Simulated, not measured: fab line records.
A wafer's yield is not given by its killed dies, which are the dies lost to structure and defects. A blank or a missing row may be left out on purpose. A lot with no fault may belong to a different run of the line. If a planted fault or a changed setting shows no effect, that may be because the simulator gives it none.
8D (eight disciplines) problem report, filled in by code || flow rit-cmos || the parts of the form that need people (team, actions taken, sign-off) are left out

== 1. THE PROBLEM ==
Across 6 wafers from 2 lots, ACTIVE_NITRIDE_THK at RIT_ACTIVE_THK_MEAS_04 averages 40.0 nm, while fault-free wafers read 149.9 nm with a standard deviation of 1.5. That is -73 standard deviations from the usual mean.
Seen first at day 3 02:16 on film-metro-01, wafer L421.3. The record holds 42 wafers of 14 lots with a number at this step. Rule for "out", or "out of limits": more than 4 standard deviations from the usual mean. The other wafers with a number count as sound.

== 2. WHAT IT IS AND WHAT IT IS NOT ==
{"question": "which readings at this step", "is": "ACTIVE_NITRIDE_THK", "is not": "-"}
{"question": "which lots", "is": "L421, L424", "is not": "L414, L415, L416, L417, L418, L419, L429, L430, L431, L435, L436, L437"}
{"question": "which wafers of those lots", "is": "all that have a number", "is not": "-"}
{"question": "read on which gauges", "is": "film-metro-01, film-metro-02", "is not": "film-metro-03"}
{"question": "when", "is": "from day 3 02:16", "is not": "up to then (18 sound wafers); but 18 sound wafers of L429, L430, L431, L435, L436, L437 came after"}

== 3. SUSPECTS, AND WHAT RULES EACH OUT ==
Counting: a tool at any process step up to the reading remains a suspect when it ran all the lots that are out and ran no sound lot after the first of those.
- the gauge at RIT_ACTIVE_THK_MEAS_04 is ruled out. The wafers that are out were read on 2 gauges (film-metro-01, film-metro-02).
- lpcvd-01 at RIT_ACTIVE_CVD_03 (deposits Si3N4 from SiH2Cl2/NH3, target thk 150 nm, time 1500 s): ruled out as a lasting fault. The sound lots L435, L437 went through it after L421, its earliest lot that is out (day 3 00:50).
Left after counting: nothing in the record.

== 4. THE CAUSE (what the simulator had put in) ==
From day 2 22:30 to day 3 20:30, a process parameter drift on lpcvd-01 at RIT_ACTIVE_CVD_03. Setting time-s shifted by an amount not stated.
It was ruled out by counting, in error; the rule expects a fault to strike all lots run on its tool from its start on, and this fault did not.

== 5. THE CHAIN OF EFFECTS, in route order ==
One row per reading whose mean, taken over the struck wafers that have a number, lies over 3 standard deviations from the usual. Scope: only readings with a usual standard deviation given in the record; hours: median across lots of the time from each lot's start at the first step in this table that gives one to its start at this step; sigmas: change in usual standard deviations.
{"hours": 0, "step": "RIT_ACTIVE_THK_MEAS_04", "reading": "ACTIVE_NITRIDE_THK", "usual": "149.9 nm", "on struck wafers": 40.0, "change": -109.9, "sigmas": -73}
{"hours": 1, "step": "RIT_ACTIVE_ETCH_13", "reading": "oes-product-au", "usual": "0.823 a.u.", "on struck wafers": 0.493, "change": -0.329, "sigmas": -24}
The process steps in it:
- RIT_ACTIVE_ETCH_13: etches Si3N4 in SF6, stops on SiO2, time 210 s, target depth 210 nm.

== 6. WHAT WOULD HAVE CAUGHT IT SOONER ==
Counted from the fault's start at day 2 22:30, it took 4 hours until the first out-of-limits reading at a measuring or inspecting step in this record, taken at day 3 02:16.
An alarm limit of 4 standard deviations would not have fired on the tool readings at RIT_ACTIVE_CVD_03 for which the record gives a usual standard deviation, since none of them was out on any struck wafer.
